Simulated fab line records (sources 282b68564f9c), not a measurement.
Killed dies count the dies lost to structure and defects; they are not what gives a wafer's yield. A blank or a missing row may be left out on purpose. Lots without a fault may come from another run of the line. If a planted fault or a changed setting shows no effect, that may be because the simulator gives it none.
fab line records | flow rit-cmos
record lots=16 wafers=48 last-day=7
route steps=202 shown PWELL@42
lots that met no fault: from a run of the same line without faults
start-h: hours from the record's first day to the start of the lot's first wafer shown | wait-h: time in hours since the lot's previous step | " identical to the entry in the row above | L1.1+2: several wafers, shown together as one row | - no value present, or no start provided | * or withheld: withheld | < > ~ a bound
route shown NAME@n: names a module that has steps shown in the file, with the first one's number in the route | usual: average and standard deviation across the fault-free wafers | same: alike in all rows | chamber/n: place in a boat | sites: the reading at each site | _std_site: standard deviation across them | _edge_site: mean of outer sites minus mean of inner sites | radius-mm: for every site, how far away it sits from the centre of the wafer | mask NAME#n: copy n | behind: the most recent tool/chamber to have shaped the wafer | hold: cause of the lot's hold/its duration in hours/its outcome | device: the n, p or np transistor that did not switch | end of line: the same wafers' tests at the end of the route | where a step has no rows: the recipe by itself | killed: dies that structure and defects cost at the first sort, which is not the same as the wafer's yield | map: a wafer's dies, x killed, . not, _ none there
set.NAME: the run value of the setting; set.NAME@STEP: its run value at that earlier step | model.NAME: the simulator's own value behind a step, which no gauge read
steps of the route over a sample of lots; a table a step, a row a wafer
services: the hour from which a tool's chamber was out of use, counted from the record's first day as start-h (under 0 if before that day), plus the number of hours and why
## steps
# step RIT_PWELL_EXPOSE_03
# recipe mask-id=M3 na=0.57 target-cd-nm=43700 dose-mj=250
# usual reticle-temp-C=22.98/0.1
# columns lot.wafer tool chamber start-h wait-h mask reticle-temp-C
L422.1 iline-stepper-02 0 28.36 0.2 M3#0 23.08
L422.3 " 0 " " M3#0 23.02
L422.6 " 0 " " M3#0 22.96
L423.1 iline-stepper-01 0 34.70 0.2 M3#0 23.19
L423.3 " 0 " " M3#0 23.09
L423.6 " 0 " " M3#0 23.10
L425.4 iline-stepper-01 0 39.63 0.2 M3#0 23.06
L425.5 " 0 " " M3#0 22.98
L425.6 " 0 " " M3#0 23.09
L426.1 iline-stepper-02 0 43.26 0.2 M3#0 22.93
L426.5 " 0 " " M3#0 22.97
L426.6 " 0 " " M3#0 22.92
L427.1 iline-stepper-01 0 48.40 0.2 M3#0 23.00
L427.3 " 0 " " M3#0 22.89
L427.6 " 0 " " M3#0 22.86
L428.1 iline-stepper-01 0 53.13 0.1 M3#0 22.94
L428.3 " 0 " " M3#0 22.87
L428.5 " 0 " " M3#0 22.91
L429.4 iline-stepper-02 0 59.50 0.2 M3#0 23.09
L429.5 " 0 " " M3#0 22.84
L429.6 " 0 " " M3#0 23.06
L431.1 iline-stepper-01 0 71.11 0.1 M3#0 22.78
L431.4 " 0 " " M3#0 22.87
L431.6 " 0 " " M3#0 22.82
L432.2 iline-stepper-02 0 74.23 0.2 M3#0 22.87
L432.4 " 0 " " M3#0 22.92
L432.6 " 0 " " M3#0 22.94
L434.1 iline-stepper-02 0 87.12 0.2 M3#0 22.85
L434.2 " 0 " " M3#0 22.94
L434.5 " 0 " " M3#0 22.99
L435.1 iline-stepper-02 0 88.80 0.1 M3#0 22.89
L435.2 " 0 " " M3#0 22.96
L435.4 " 0 " " M3#0 23.02
L436.1 iline-stepper-02 0 93.21 0.1 M3#0 23.21
L436.2 " 0 " " M3#0 23.09
L436.3 " 0 " " M3#0 23.19
L437.2 iline-stepper-02 0 100.27 0.1 M3#0 22.96
L437.5 " 0 " " M3#0 23.05
L437.6 " 0 " " M3#0 23.21
L438.2 iline-stepper-02 0 105.39 0.1 M3#0 23.03
L438.5 " 0 " " M3#0 23.01
L438.6 " 0 " " M3#0 23.13
L443.2 iline-stepper-01 0 127.07 0.1 M3#0 23.12
L443.3 " 0 " " M3#0 22.92
L443.4 " 0 " " M3#0 23.04
L444.2 iline-stepper-01 0 134.27 0.1 M3#0 23.14
L444.5 " 0 " " M3#0 23.10
L444.6 " 0 " " M3#0 23.21
# step RIT_PWELL_OVL_MEAS_06
# usual PWELL_OVL=-0.1/1.3
# columns lot.wafer tool chamber start-h wait-h PWELL_OVL[nm]
L422.1 overlay-01 - 28.79 - -2.0
L422.3 " - " " 0.0
L422.6 " - " " 0.6
L423.1 overlay-01 - 35.13 - 0.3
L423.3 " - " " 2.1
L423.6 " - " " 1.5
L425.4 overlay-01 - 40.02 - 0.7
L425.5 " - " " 2.1
L425.6 " - " " 1.8
L426.1 overlay-01 - 43.69 - 0.0
L426.5 " - " " -1.0
L426.6 " - " " -2.1
L427.1 overlay-01 - 48.83 - -0.6
L427.3 " - " " -0.5
L427.6 " - " " 0.4
L428.1 overlay-02 - 53.56 - 0.0
L428.3 " - " " 1.2
L428.5 " - " " 0.3
L429.4 overlay-01 - 59.89 - -0.5
L429.5 " - " " -1.5
L429.6 " - " " -1.4
L431.1 overlay-01 - 71.57 - -0.5
L431.4 " - " " -1.5
L431.6 " - " " 0.3
L432.2 overlay-01 - 74.65 - 0.7
L432.4 " - " " -0.6
L432.6 " - " " -0.6
L434.1 overlay-02 - 87.55 - 2.1
L434.2 " - " " -0.3
L434.5 " - " " 1.9
L435.1 overlay-02 - 89.23 - 360.3
L435.2 " - " " 360.0
L435.4 " - " " 358.6
L436.1 overlay-02 - 93.64 - 358.3
L436.2 " - " " 359.2
L436.3 " - " " 360.1
L437.2 overlay-01 - 100.69 - 359.0
L437.5 " - " " 361.3
L437.6 " - " " 358.4
L438.2 overlay-02 - 105.81 - 362.8
L438.5 " - " " 362.3
L438.6 " - " " 362.2
L443.2 overlay-01 - 127.49 - -1.1
L443.3 " - " " -1.6
L443.4 " - " " -2.8
L444.2 overlay-01 - 134.68 - -1.5
L444.5 " - " " 0.2
L444.6 " - " " 0.0
## services
# columns tool chamber start-h hours kind
iline-stepper-01 - 49.53 1.7 pm
iline-stepper-01 - 71.82 3.2 repair
iline-stepper-01 - 94.47 6.9 repair
## key
first-sign step=RIT_PWELL_OVL_MEAS_06 reading=PWELL_OVL direction=up sigmas=99+ usual=-0.1 struck=360.2
effect none on later readings
met-at RIT_PWELL_EXPOSE_03
struck-lots L435,L436,L437,L438
tester-left-out L435,L436,L437,L438
onset-between 87.12 88.80
fault kind=scanner-matching-overlay tool=iline-stepper-02 chamber=- onset-h=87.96 steps=RIT_PWELL_EXPOSE_03 offset=360
# tester-left-out: of these lots the tester's yield and bins aren't shown, on N5 and GAA mostly nor the transistor test; their killed dies are dies lost to structure and defects alone, not to doping, threshold or leakage, so they don't give the yield
